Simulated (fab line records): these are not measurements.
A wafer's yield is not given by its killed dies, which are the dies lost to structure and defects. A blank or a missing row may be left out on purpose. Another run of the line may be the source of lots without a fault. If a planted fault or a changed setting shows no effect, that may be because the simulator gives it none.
Which tool is to blame? | flow berkeley-cmos170 | Sampling: 14 lots, 42 wafers, 5 of 331 route steps

## WHAT THE GAUGES SHOWED, per wafer
UCB170_PFIELD_TW_MEAS_09. Usual: PFIELD_TW 609, standard deviation 7.4.
lot  | measured    | on            | PFIELD_TW   | flag
L188 | day 4 16:32 | film-metro-01 | 600 601 596 |
L189 | day 5 12:32 | film-metro-02 | 606 606 609 |
L191 | day 5 13:29 | film-metro-02 | 606 610 607 |
L196 | day 6 14:31 | film-metro-01 | 601 598 602 |
L197 | day 7 03:59 | film-metro-02 | 605 610 608 |
L200 | day 7 04:16 | film-metro-01 | 602 599 597 |
L198 | day 7 04:32 | film-metro-04 | 618 618 618 |
L202 | day 7 15:32 | film-metro-04 | 620 613 616 |
L204 | day 7 16:30 | film-metro-04 | 613 617 619 |
L203 | day 7 17:29 | film-metro-04 | 619 617 615 |
L206 | day 8 03:20 | film-metro-04 | 622 623 618 |
L209 | day 8 10:26 | film-metro-02 | 609 608 605 |
L208 | day 8 10:57 | film-metro-04 | 617 617 619 |
L210 | day 8 22:09 | film-metro-02 | 605 610 604 |

UCB170_FIELD_THK_MEAS_90. Usual: FIELD_OXIDE_LEFT_1_THK 437 nm, standard deviation 12.
lot  | measured    | on            | FIELD_OXIDE_LEFT_1_THK (nm) | flag
L188 | day 5 12:07 | film-metro-04 | 436 442 442                 |
L189 | day 6 03:01 | film-metro-02 | 450 456 447                 |
L191 | day 6 03:04 | film-metro-04 | 445 451 454                 |
L196 | day 7 04:44 | film-metro-02 | 442 450 449                 |
L197 | day 7 16:53 | film-metro-02 | 409 415 415                 |
L200 | day 7 16:58 | film-metro-02 | 418 413 428                 |
L198 | day 7 16:55 | film-metro-04 | 426 431 431                 |
L202 | day 8 03:59 | film-metro-03 | 439 433 429                 |
L204 | day 8 03:59 | film-metro-04 | 429 435 432                 |
L203 | day 8 03:55 | film-metro-04 | 417 411 404                 |
L206 | day 8 19:35 | film-metro-03 | 434 425 433                 |
L209 | day 9 01:22 | film-metro-02 | 441 449 442                 |
L208 | day 9 01:22 | film-metro-03 | 453 453 460                 |
L210 | day 9 18:53 | film-metro-03 | 427 439 429                 |

UCB170_SDANNEAL_RS_MEAS_04: the measuring method here is four-point-probe. Usual: PLDD_RS 1033.4 ohm/sq, standard deviation 2.4.
lot  | measured     | on            | PLDD_RS (ohm/sq)     | flag
L188 | day 7 07:33  | film-metro-01 | 1035.1 1031.6 1033.9 |
L189 | day 7 22:05  | film-metro-03 | 1031.3 1027.1 1031.9 |
L191 | day 7 21:45  | film-metro-04 | 1034.1 1033.3 1033.4 |
L196 | day 9 05:10  | film-metro-04 | 952.2 952.6 952.9    | OFF
L197 | day 9 20:12  | film-metro-04 | 955.9 955.6 954.1    | OFF
L200 | day 9 19:59  | film-metro-01 | 1034.0 1033.9 1037.6 |
L198 | day 9 20:26  | film-metro-01 | 1039.0 1035.8 1034.5 |
L202 | day 10 06:03 | film-metro-03 | 1030.7 1031.1 1029.5 |
L204 | day 10 05:49 | film-metro-01 | 1033.2 1035.8 1037.6 |
L203 | day 10 06:31 | film-metro-01 | 1031.5 1037.8 1033.5 |
L206 | day 11 02:31 | film-metro-03 | 1031.3 1033.7 1031.3 |
L209 | day 11 15:40 | film-metro-04 | 1034.8 1034.9 1033.6 |
L208 | day 11 12:44 | film-metro-01 | 1033.9 1032.6 1037.4 |
L210 | day 11 16:09 | film-metro-03 | 1033.2 1035.9 1032.9 |

## WHAT TOOL EACH LOT RAN ON (gives the tool, then ch and the chambers of the sampled wafers, and finally the start)
lot  | UCB170_PLDD_IMPLANT_08          | UCB170_PLDD_STRIP_10
L188 | implanter-04 ch 0, day 6 19:20  | plasma-asher-04 ch 0,1, day 6 19:36
L189 | implanter-04 ch 0, day 7 08:47  | plasma-asher-01 ch 0,1, day 7 09:04
L191 | implanter-02 ch 0, day 7 08:07  | plasma-asher-01 ch 0,1, day 7 08:22
L196 | implanter-02 ch 0, day 8 13:32  | plasma-asher-01 ch 0,1, day 8 13:50
L197 | implanter-02 ch 0, day 8 23:59  | plasma-asher-04 ch 0,1, day 9 00:15
L200 | implanter-01 ch 0, day 8 23:24  | plasma-asher-04 ch 0,1, day 8 23:41
L198 | implanter-01 ch 0, day 8 23:43  | plasma-asher-03 ch 0,1, day 9 00:01
L202 | implanter-04 ch 0, day 9 13:22  | plasma-asher-03 ch 0, day 9 13:38
L204 | implanter-01 ch 0, day 9 13:32  | plasma-asher-01 ch 0,1, day 9 13:49
L203 | implanter-01 ch 0, day 9 13:49  | plasma-asher-01 ch 0,1, day 9 14:07
L206 | implanter-04 ch 0, day 10 08:59 | plasma-asher-03 ch 0,1, day 10 09:15
L209 | implanter-01 ch 0, day 10 20:15 | plasma-asher-03 ch 0,1, day 10 20:32
L208 | implanter-01 ch 0, day 10 19:56 | plasma-asher-03 ch 0,1, day 10 20:12
L210 | implanter-04 ch 0, day 11 01:14 | plasma-asher-01 ch 0,1, day 11 01:32
- UCB170_PLDD_IMPLANT_08
- UCB170_PLDD_STRIP_10: strips in O2.

## WHAT THE TOOLS THEMSELVES READ (means of the sampled wafers that have a number; where no wafer has one, the mark that the record gives instead)
UCB170_PLDD_IMPLANT_08. Usual: beam-on-s 10.01 s, standard deviation 0.19; end-station-pressure-torr 5.1e-06 Torr, standard deviation 2.7e-07; faraday-current-uA 158.4, standard deviation 2.9; rotation-deg 0.001 degrees, standard deviation 0.018.
lot  | tool         | beam-on-s (s) | end-station-pressure-torr (Torr) | faraday-current-uA | rotation-deg (degrees) | flag
L188 | implanter-04 | 9.97          | 5.2e-06                          | 159.1              | 0.006                  |
L189 | implanter-04 | 10.02         | 5.3e-06                          | 158.3              | 0.010                  |
L191 | implanter-02 | 9.97          | 5.4e-06                          | 159.2              | 0.025                  |
L196 | implanter-02 | 12.08         | 9.6e-05                          | 132.5              | 0.004                  | OFF
L197 | implanter-02 | 12.15         | 9.7e-05                          | 132.1              | -0.018                 | OFF
L200 | implanter-01 | 9.93          | 5.5e-06                          | 159.3              | 0.030                  |
L198 | implanter-01 | 9.98          | 5.2e-06                          | 158.6              | 0.015                  |
L202 | implanter-04 | 10.02         | 5.1e-06                          | 158.2              | -0.008                 |
L204 | implanter-01 | 10.11         | 5.2e-06                          | 156.6              | 0.009                  |
L203 | implanter-01 | 9.87          | 5.0e-06                          | 160.3              | -0.008                 |
L206 | implanter-04 | 9.91          | 5.1e-06                          | 159.7              | -0.003                 |
L209 | implanter-01 | 10.08         | 4.9e-06                          | 157.3              | 0.008                  |
L208 | implanter-01 | 9.99          | 5.1e-06                          | 158.4              | -0.009                 |
L210 | implanter-04 | 9.90          | 5.1e-06                          | 159.9              | 0.010                  |

UCB170_PLDD_STRIP_10. Usual: drypump-motor-current-A 5.5 A, standard deviation 0.31; oes-product-au 0.735 a.u., standard deviation 0.0042; strip-time-to-endpoint-s 21.65 s, standard deviation 0.064.
lot  | tool            | drypump-motor-current-A (A) | oes-product-au (a.u.) | strip-time-to-endpoint-s (s) | flag
L188 | plasma-asher-04 | 5.1                         | 0.731                 | 21.75                        |
L189 | plasma-asher-01 | 5.4                         | 0.735                 | 21.60                        |
L191 | plasma-asher-01 | 5.7                         | 0.732                 | 21.61                        |
L196 | plasma-asher-01 | 5.5                         | 0.735                 | 21.67                        |
L197 | plasma-asher-04 | 5.2                         | 0.734                 | 21.66                        |
L200 | plasma-asher-04 | 5.1                         | 0.733                 | 21.65                        |
L198 | plasma-asher-03 | 5.6                         | 0.732                 | 21.67                        |
L202 | plasma-asher-03 | 5.7                         | 0.737                 | 21.66                        |
L204 | plasma-asher-01 | 5.4                         | 0.735                 | 21.62                        |
L203 | plasma-asher-01 | 5.4                         | 0.731                 | 21.70                        |
L206 | plasma-asher-03 | 5.7                         | 0.738                 | 21.63                        |
L209 | plasma-asher-03 | 5.6                         | 0.736                 | 21.67                        |
L208 | plasma-asher-03 | 5.6                         | 0.738                 | 21.71                        |
L210 | plasma-asher-01 | 5.5                         | 0.735                 | 21.66                        |

## THE ANSWER, worked out from the rows above alone
Rule: a lot is off if the mean of its wafers that have a number lies more than 3 standard deviations from the usual mean. Also off: a lot with no number at a reading for which 4 or more lots have one. Where the step has rows for the other lots, those lots are counted as sound. Order of review: gauges by route order, followed by the tools' own readings, for which a lot's mean as printed above is used. At the first step where some lot is off, the reading lying furthest off is the one used; lots without a number count as furthest.
Off: L196, L197, at UCB170_SDANNEAL_RS_MEAS_04 (PLDD_RS).
If a tool, at a process step before that reading, ran all the lots that are off and no sound lot after the first of them, it fits. Not tried: the gauges at UCB170_SDANNEAL_RS_MEAS_04; whatever is off there is also off at UCB170_PLDD_IMPLANT_08, on other tools, and gauge error can't account for it. One fits: implanter-02 at UCB170_PLDD_IMPLANT_08. Its last sound lot is L191 (day 7 08:07), its first lot that is off L196 (day 8 13:32): a fault that began between those two fits.
The tool's own readings at UCB170_PLDD_IMPLANT_08 bear it out: on the lots that are off they differ by more than 5 times the standard deviation of the sound lots' means. beam-on-s reads 12.12 s there against 9.98 s on the sound lots; end-station-pressure-torr reads 9.7e-05 Torr there against 5.2e-06 Torr on the sound lots; faraday-current-uA reads 132.3 there against 158.7 on the sound lots.

## WHAT THE SIMULATOR PUT IN
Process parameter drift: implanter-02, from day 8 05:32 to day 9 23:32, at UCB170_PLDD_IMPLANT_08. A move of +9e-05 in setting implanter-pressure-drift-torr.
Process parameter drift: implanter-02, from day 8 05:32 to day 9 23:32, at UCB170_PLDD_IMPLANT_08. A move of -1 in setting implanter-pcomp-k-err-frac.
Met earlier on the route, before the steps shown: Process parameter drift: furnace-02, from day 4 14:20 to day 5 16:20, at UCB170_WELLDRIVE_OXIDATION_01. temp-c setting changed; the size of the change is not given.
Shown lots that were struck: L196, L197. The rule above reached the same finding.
